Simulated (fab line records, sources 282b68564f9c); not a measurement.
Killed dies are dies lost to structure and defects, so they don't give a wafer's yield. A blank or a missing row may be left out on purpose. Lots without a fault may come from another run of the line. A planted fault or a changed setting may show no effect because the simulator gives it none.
fab line records | flow rit_cmos
record lots=14 wafers=42 last_day=7
route steps=202 shown PWELL@44
lots that met no fault: from a run of the same line without faults
start_h: hours from the record's first day to the start of the lot's first wafer shown | wait_h: hours since the lot's step before | " the same as in the row above | L1.1+2: a row that stands for several wafers | - no value, or no start given | * or withheld: withheld | < > ~ a bound
route shown NAME@n: a module of which the file shows steps, and the number in the route of the first | usual: mean/standard deviation of fault-free wafers | same: alike in all rows | chamber/n: place in a boat | sites: the reading at each site | _std_site: their standard deviation | _edge_site: outer sites' mean less inner sites' | radius_mm: how far each site lies from the wafer's centre | mask NAME#n: copy n | behind: the tool/chamber that last shaped the wafer | hold: why the lot was held/for how many hours/how that ended | device: the transistor (n, p or np) that didn't switch | end of line: the same wafers' tests at the end of the route | a step without rows: its recipe alone | killed: dies lost to structure and defects at the first sort, not the wafer's yield | map: a wafer's dies, x killed, . not, _ none there
set.NAME: the setting as run; set.NAME@STEP: as run at that earlier step | model.NAME: the simulator's own value behind a step, which no gauge read
steps of the route over a sample of lots; a table a step, a row a wafer
services: from which hour (start_h, from the record's first day; less than 0 if before it) a tool's chamber was out of use, for how many hours, and why
## steps
# step RIT_PWELL_DEVELOP_05
# recipe resist=NOVOLAK develop_time_s=68 dev_temp_c=23
# usual chill_plate_temp_C=23.00/0.097 develop_time_s=68/0
# columns lot.wafer tool chamber start_h wait_h chill_plate_temp_C develop_time_s
L598.1 litho_track-02 0 22 - 22.92 68
L598.3 " 0 " " 22.95 68
L598.5 " 0 " " 23.00 68
L600.3 litho_track-01 0 33 - 22.93 68
L600.5 " 0 " " 22.99 68
L600.6 " 0 " " 23.10 68
L601.3 litho_track-01 0 37 - 23.14 68
L601.4 " 0 " " 23.02 68
L601.6 " 0 " " 23.00 68
L603.3 litho_track-01 0 46 - 22.86 68
L603.4 " 0 " " 22.92 68
L603.5 " 0 " " 22.87 68
L604.4 litho_track-01 0 52 - 22.98 68
L604.5 " 0 " " 22.88 68
L604.6 " 0 " " 22.95 68
L605.1 litho_track-01 0 58 - 23.07 68
L605.3 " 0 " " 22.94 68
L605.6 " 0 " " 23.08 68
L609.1 litho_track-04 - 80 - - -
L609.4 " - " " - -
L609.5 " - " " - -
L610.1 litho_track-01 - 89 - - -
L610.2 " - " " - -
L610.6 " - " " - -
L614.1 litho_track-01 0 104 - 22.97 68
L614.2 " 0 " " 22.94 68
L614.5 " 0 " " 23.02 68
L616.2 litho_track-04 0 113 - 22.88 68
L616.4 " 0 " " 22.88 68
L616.6 " 0 " " 22.81 68
L617.1 litho_track-02 0 116 - 22.95 68
L617.2 " 0 " " 23.11 68
L617.4 " 0 117 - 22.94 68
L618.3 litho_track-01 0 122 - 22.96 68
L618.5 " 0 " " 22.94 68
L618.6 " 0 " " 22.86 68
L619.1 litho_track-02 0 126 - 23.06 68
L619.3 " 0 " " 23.08 68
L619.5 " 0 " " 23.07 68
L620.2 litho_track-04 0 133 - 22.80 68
L620.4 " 0 " " 22.74 68
L620.6 " 0 " " 22.94 68
## services
# columns tool chamber start_h hours kind
litho_track-04 - 129.04 - consumable_replace:filter
## key
first_sign step=RIT_PWELL_DEVELOP_05 reading=tool_record direction=missing
effect none on later readings
met_at RIT_PWELL_DEVELOP_05
struck_lots L609,L610
sort_left_out L609.1,L609.4,L609.5,L610.1,L610.2,L610.6
tester_left_out L609,L610
onset_between 58 80
fault kind=skipped_step_whole tool=litho_track-01,litho_track-04 chamber=- onset_h=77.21 steps=RIT_PWELL_DEVELOP_05 scope=struck_lots_only
# tester_left_out: of these lots the tester's yield and bins aren't shown, on N5 and GAA mostly nor the transistor test; their killed dies are dies lost to structure and defects alone, not to doping, threshold or leakage, so they don't give the yield
# sort_left_out: the simulated sort isn't trusted on such a fault, so these wafers' sort isn't shown, and their yield isn't known
